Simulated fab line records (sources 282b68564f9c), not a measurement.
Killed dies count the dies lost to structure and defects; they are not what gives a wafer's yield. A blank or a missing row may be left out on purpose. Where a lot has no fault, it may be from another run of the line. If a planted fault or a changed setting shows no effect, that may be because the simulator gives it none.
Split-lot trial / flow ritCmos / 5 lots, 27 wafers read, on a route of 202 steps

ABOUT THE SPLIT
At RIT_ACTIVE_ETCH_13 (etches Si3N4 in SF6, stops on SiO2, time 210 s, target depth 210 nm), the setting timeS was moved away from the recipe's 210 s on 6 of the 27 wafers read, by -45.0% to +34.5%. All remaining wafers had this setting at the recipe value.

The reading is taken at the split's own step.

THE READING
NOVOLAK_of_ACTIVE_COAT_06.thkNm (the simulator's own value, which no gauge read), in nm, at RIT_ACTIVE_ETCH_13 (etches Si3N4 in SF6, stops on SiO2, time 210 s, target depth 210 nm). The file does not state a usual value for it. The 21 wafers here that ran the recipe average 657.8 nm, standard deviation 4.6 nm.

wafer=L076.1; tool, chamber at the split=rieDiel-04, 0; timeS as run, s=282.4; against the recipe=+34.5%; NOVOLAK_of_ACTIVE_COAT_06.thkNm, nm=573.5; against lot-mates on the recipe=-85.2
wafer=L076.2; tool, chamber at the split=rieDiel-04, 1; timeS as run, s=210; against the recipe=recipe; NOVOLAK_of_ACTIVE_COAT_06.thkNm, nm=660.9; against lot-mates on the recipe=-
wafer=L076.3; tool, chamber at the split=rieDiel-04, 3; timeS as run, s=210; against the recipe=recipe; NOVOLAK_of_ACTIVE_COAT_06.thkNm, nm=658.3; against lot-mates on the recipe=-
wafer=L076.4; tool, chamber at the split=rieDiel-04, 2; timeS as run, s=282.4; against the recipe=+34.5%; NOVOLAK_of_ACTIVE_COAT_06.thkNm, nm=590.3; against lot-mates on the recipe=-68.4
wafer=L076.5; tool, chamber at the split=rieDiel-04, 3; timeS as run, s=282.4; against the recipe=+34.5%; NOVOLAK_of_ACTIVE_COAT_06.thkNm, nm=577.5; against lot-mates on the recipe=-81.2
wafer=L076.6; tool, chamber at the split=rieDiel-04, 0; timeS as run, s=210; against the recipe=recipe; NOVOLAK_of_ACTIVE_COAT_06.thkNm, nm=656.9; against lot-mates on the recipe=-
wafer=L077.1; tool, chamber at the split=rieDiel-04, 2; timeS as run, s=210; against the recipe=recipe; NOVOLAK_of_ACTIVE_COAT_06.thkNm, nm=665.5; against lot-mates on the recipe=-
wafer=L077.2; tool, chamber at the split=rieDiel-04, 3; timeS as run, s=210; against the recipe=recipe; NOVOLAK_of_ACTIVE_COAT_06.thkNm, nm=658.8; against lot-mates on the recipe=-
wafer=L077.3; tool, chamber at the split=rieDiel-04, 0; timeS as run, s=210; against the recipe=recipe; NOVOLAK_of_ACTIVE_COAT_06.thkNm, nm=653.7; against lot-mates on the recipe=-
wafer=L077.4; tool, chamber at the split=rieDiel-04, 1; timeS as run, s=210; against the recipe=recipe; NOVOLAK_of_ACTIVE_COAT_06.thkNm, nm=660.2; against lot-mates on the recipe=-
wafer=L077.5; tool, chamber at the split=rieDiel-04, 0; timeS as run, s=210; against the recipe=recipe; NOVOLAK_of_ACTIVE_COAT_06.thkNm, nm=652.8; against lot-mates on the recipe=-
wafer=L077.6; tool, chamber at the split=rieDiel-04, 3; timeS as run, s=210; against the recipe=recipe; NOVOLAK_of_ACTIVE_COAT_06.thkNm, nm=658.6; against lot-mates on the recipe=-
wafer=L079.1; tool, chamber at the split=rieDiel-04, 0; timeS as run, s=210; against the recipe=recipe; NOVOLAK_of_ACTIVE_COAT_06.thkNm, nm=651.3; against lot-mates on the recipe=-
wafer=L079.4; tool, chamber at the split=rieDiel-04, 2; timeS as run, s=210; against the recipe=recipe; NOVOLAK_of_ACTIVE_COAT_06.thkNm, nm=663.6; against lot-mates on the recipe=-
wafer=L079.6; tool, chamber at the split=rieDiel-04, 1; timeS as run, s=210; against the recipe=recipe; NOVOLAK_of_ACTIVE_COAT_06.thkNm, nm=653.1; against lot-mates on the recipe=-
wafer=L080.1; tool, chamber at the split=rieDiel-04, 0; timeS as run, s=210; against the recipe=recipe; NOVOLAK_of_ACTIVE_COAT_06.thkNm, nm=652.4; against lot-mates on the recipe=-
wafer=L080.2; tool, chamber at the split=rieDiel-04, 3; timeS as run, s=210; against the recipe=recipe; NOVOLAK_of_ACTIVE_COAT_06.thkNm, nm=655.5; against lot-mates on the recipe=-
wafer=L080.3; tool, chamber at the split=rieDiel-04, 2; timeS as run, s=210; against the recipe=recipe; NOVOLAK_of_ACTIVE_COAT_06.thkNm, nm=665.3; against lot-mates on the recipe=-
wafer=L080.4; tool, chamber at the split=rieDiel-04, 1; timeS as run, s=210; against the recipe=recipe; NOVOLAK_of_ACTIVE_COAT_06.thkNm, nm=660.2; against lot-mates on the recipe=-
wafer=L080.5; tool, chamber at the split=rieDiel-04, 3; timeS as run, s=210; against the recipe=recipe; NOVOLAK_of_ACTIVE_COAT_06.thkNm, nm=652.3; against lot-mates on the recipe=-
wafer=L080.6; tool, chamber at the split=rieDiel-04, 2; timeS as run, s=210; against the recipe=recipe; NOVOLAK_of_ACTIVE_COAT_06.thkNm, nm=665; against lot-mates on the recipe=-
wafer=L084.1; tool, chamber at the split=rieDiel-04, 1; timeS as run, s=210; against the recipe=recipe; NOVOLAK_of_ACTIVE_COAT_06.thkNm, nm=661; against lot-mates on the recipe=-
wafer=L084.2; tool, chamber at the split=rieDiel-04, 0; timeS as run, s=210; against the recipe=recipe; NOVOLAK_of_ACTIVE_COAT_06.thkNm, nm=652.3; against lot-mates on the recipe=-
wafer=L084.3; tool, chamber at the split=rieDiel-04, 2; timeS as run, s=115.6; against the recipe=-45.0%; NOVOLAK_of_ACTIVE_COAT_06.thkNm, nm=765.5; against lot-mates on the recipe=+109.2
wafer=L084.4; tool, chamber at the split=rieDiel-04, 3; timeS as run, s=115.6; against the recipe=-45.0%; NOVOLAK_of_ACTIVE_COAT_06.thkNm, nm=757.1; against lot-mates on the recipe=+100.8
wafer=L084.5; tool, chamber at the split=rieDiel-04, 1; timeS as run, s=115.6; against the recipe=-45.0%; NOVOLAK_of_ACTIVE_COAT_06.thkNm, nm=759.3; against lot-mates on the recipe=+103.0
wafer=L084.6; tool, chamber at the split=rieDiel-04, 0; timeS as run, s=210; against the recipe=recipe; NOVOLAK_of_ACTIVE_COAT_06.thkNm, nm=655.5; against lot-mates on the recipe=-

FIT RESULTS
A straight line over all 27 wafers: NOVOLAK_of_ACTIVE_COAT_06.thkNm changes by -2.27 nm for each +1% of timeS; r = -0.99; the points scatter about the line by 5 nm.
The same after taking each lot's own level away (the mean of its wafers on the recipe; 27 wafers): -2.3 nm for each +1%; r = -0.99; scatter 5 nm.
The reading moves by 1e+02 nm for the largest change in timeS, on that fit.
Across the lots, their own levels run from 656.00 to 658.70 nm, a range of 0.6 times the standard deviation given above.
The two slopes agree, so the slope changes little with the lot-to-lot level.
Check: with one of the wafers moved furthest among these (-45.0%) left out of the fit, the line predicts +102 nm for it against its lot-mates. It came out at +109 nm against them.
Tool readings at the split's step, against how far the setting was moved: oesProductAu r = -0.87.

THE WHOLE CHAIN: every reading that the file lists as answering this split, in the file's order
step=RIT_ACTIVE_ETCH_13; what it does=etches Si3N4 in SF6, stops on SiO2, time 210 s, target depth 210 nm; reading=oesProductAu; change (the file's fit)=not straight: 0.993 at the lowest setting, 0.821 at the recipe, 0.805 at the highest; r (the file's)=not given
step=RIT_ACTIVE_ETCH_13; what it does=etches Si3N4 in SF6, stops on SiO2, time 210 s, target depth 210 nm; reading=NOVOLAK_of_ACTIVE_COAT_06.thkNm (the simulator's own value, which no gauge read); change (the file's fit)=-2.3 nm for each +1% of the setting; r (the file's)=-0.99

FILE'S OWN FIT
NOVOLAK_of_ACTIVE_COAT_06.thkNm changes by -2.3 nm for each +1% of timeS, r = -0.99.
